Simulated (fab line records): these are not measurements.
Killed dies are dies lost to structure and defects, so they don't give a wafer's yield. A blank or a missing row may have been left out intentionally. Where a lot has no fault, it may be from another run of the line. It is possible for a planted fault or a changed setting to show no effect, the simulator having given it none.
Code-filled problem report in 8D (eight disciplines) form	flow berkeley cmos170	the parts of the form that need people (team, actions taken, sign-off) are left out

== 1. PROBLEM STATEMENT ==
Wafers free of any fault read 1997 nm (standard deviation 23) for V2_TEOS_THK at UCB170_V2_THK_MEAS_01, against a mean of 1777 nm on 4 wafers of 3 lots. That is -9.6 standard deviations from the usual mean.
Seen first at day 10 01:23 on film metro-02, wafer L838.3. At this step, 45 wafers from 15 lots have a number in the record. Rule for "out" (also "out of limits"): further than 4 standard deviations from the usual mean. The other wafers with a number count as sound.

== 2. WHAT IT IS, AND WHAT IT ISN'T ==
question	is	is not
which readings at this step	V2_TEOS_THK	-
which lots	L835, L838, L839	L826, L827, L828, L829, L830, L831, L832, L834, L844, L846, L847, L848
which wafers of those lots	L835.3, L835.5, L838.3, L839.2	L835.1, L838.2, L838.5, L839.3, L839.4
read on which gauges	film metro-02, film metro-03	film metro-01
when	from day 10 01:23	up to then (26 sound wafers); but 15 sound wafers of L835, L839, L844, L846, L847, L848 came after

== 3. SUSPECTS, AND WHAT RULES EACH OUT ==
Counting: a tool at a process step up to the reading stays a suspect if it ran every lot that is out. Sound lots after the first of them don't rule it out here, since some wafers of a struck lot are sound.
- ruled out: the gauge at UCB170_V2_THK_MEAS_01. Those wafers that are out were read across 2 gauges (film metro-02, film metro-03).
- pecvd-04 at UCB170_V2_CVD_00 (deposits SiO2 from TEOS/O2, target thk 2000 nm, time 250 s): kept. Ran every lot that is out, first one L838 (day 10 01:13); last sound lot up to then L834 (day 9 15:44). Its own run length s readings are out on those wafers.
- pecvd-04, UCB170_V2_CVD_00: wafers that are out in chamber 0, sound lot-mates in chambers 1, 2.
After counting, what remains is pecvd-04 at UCB170_V2_CVD_00.

== 4. THE CAUSE (what the simulator had put in) ==
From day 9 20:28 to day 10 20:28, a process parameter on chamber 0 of pecvd-04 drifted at UCB170_V2_CVD_00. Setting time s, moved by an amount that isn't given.
Only this tool survived the counting.

== 5. SEQUENCE OF EFFECTS, ordered by route ==
Each row: a reading whose mean over the struck wafers that have a number lies more than 3 standard deviations from the usual. Scope: only readings with a usual standard deviation given in the record; hours: median across lots of the time from each lot's start at the first step in this table that gives one to its start at this step; sigmas: change in usual standard deviations.
hours	step	reading	usual	on struck wafers	change	sigmas
0	UCB170_V2_CVD_00	run length s	277.9 s	250.5	-27.4	-39
0	UCB170_V2_THK_MEAS_01	V2_TEOS_THK	1997 nm	1777	-220	-9.6
Process steps it contains:
- UCB170_V2_CVD_00: deposits SiO2 from TEOS/O2, target thk 2000 nm, time 250 s.
Readings that are blank on the struck wafers while sound wafers have them: rf fwd power W at UCB170_V2_CVD_00.

== 6. WHAT WOULD HAVE CAUGHT IT SOONER ==
5 hours passed between the start of the fault at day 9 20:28 and the first reading out of limits at a measuring or inspecting step in this record, taken at day 10 01:23.
Tool's own readings at UCB170_V2_CVD_00, run length s: out on all struck wafers the step has rows for; an alarm limit on them would have tripped on the first.
Among the 3 lots that are out, L835, L839 began UCB170_V2_CVD_00 on pecvd-04 after day 10 01:23. A hold on the tool at that time would have spared those 2.
